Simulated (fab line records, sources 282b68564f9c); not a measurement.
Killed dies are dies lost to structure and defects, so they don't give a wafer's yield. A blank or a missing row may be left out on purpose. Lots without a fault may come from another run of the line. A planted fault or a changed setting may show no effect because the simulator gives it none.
A struck lot beside a sound one | flow rit_cmos | 15 steps out of a route of 202
Sound: wafers L525.1, L525.2, L525.4. Struck: wafers L532.1, L532.4, L532.5. The cause comes at the end.
At each step with rows: each side's tool, then ch and its chambers, then its first start. Under that, the readings that differ: sound wafers | struck wafers | difference of the means | sigmas: that difference in standard deviations of wafers without a fault.
alike: readings whose means differ by less than 2 such deviations, and words and numbers that are the same on both sides. not compared: withheld readings, readings that some wafer has no value for, bounds like >300 that may hide the same value, and numbers for which the record gives no deviation and whose values overlap.
The two part at a step that has a row with sigmas, a row that says differs or no value, or rows on one side only. Numbers that don't overlap but have no deviation are shown without sigmas and don't part them. A reading that every wafer of one side lacks parts them only if that side has two wafers or more.

first, 6 steps without rows for these wafers: RIT_PRETRO_HMDS_00 (prime time 60 s); RIT_PRETRO_COAT_01 (resist thk 1300 nm); RIT_PRETRO_SOFTBAKE_02 (time 60 s); RIT_PRETRO_EXPOSE_03 (exposes mask M5, target cd 43700 nm); RIT_PRETRO_PEB_04; RIT_PRETRO_DEVELOP_05 (develop time 68 s).
RIT_PRETRO_OVL_MEAS_06:
  sound on overlay-01, day 4 13:00; struck on overlay-01, day 6 01:49
  alike: PRETRO_OVL
then, 2 steps without rows for these wafers: RIT_PRETRO_HARDBAKE_07 (time 120 s); RIT_PRETRO_IMPLANT_08.
RIT_PRETRO_STRIP_09: strips in O2, time 180 s.
  sound on plasma_asher-04 ch 0,1, day 4 13:26; struck on plasma_asher-01 ch 0,1, day 6 02:15
  alike: chamber_pressure_mTorr, drypump_motor_current_A
  not compared: rf_hours_counter_h
RIT_PRETRO_TW_MEAS_10:
  sound on film_metro-02, day 4 13:37; struck on film_metro-04, day 6 02:26
  alike: PRETRO_TW
then, 1 step without rows for these wafers: RIT_GATE_WET_ETCH_00 (etches SiO2 in BOE, target depth 56 nm, time 60 s).
RIT_GATE_CLEAN_01: cleans in SC1, time 600 s.
  sound on wet_bench-04 ch 3, day 4 13:42; struck on wet_bench-02 ch 1, day 6 02:31
  no value came back on the struck wafers for bath_guard_temp_C (C), bath_heat_duty_pct (%); on the sound wafers bath_guard_temp_C (C) reads 75.2 75.1 75.2
then, 1 step without rows for these wafers: RIT_GATE_CLEAN_02 (cleans in dHF, time 30 s).
RIT_M1_PROBE_99:
  sound on prober-02, day 5 20:53; struck on prober-02, day 7 06:02
  alike: killed_at_contacts, killed_at_front_end, killed_dies, killed_open, killed_short

WHERE THEY PART
Only at RIT_GATE_CLEAN_01, within this record. Later steps at which nothing parts them and some readings are alike: RIT_M1_PROBE_99.

WHY: what the simulator had put in
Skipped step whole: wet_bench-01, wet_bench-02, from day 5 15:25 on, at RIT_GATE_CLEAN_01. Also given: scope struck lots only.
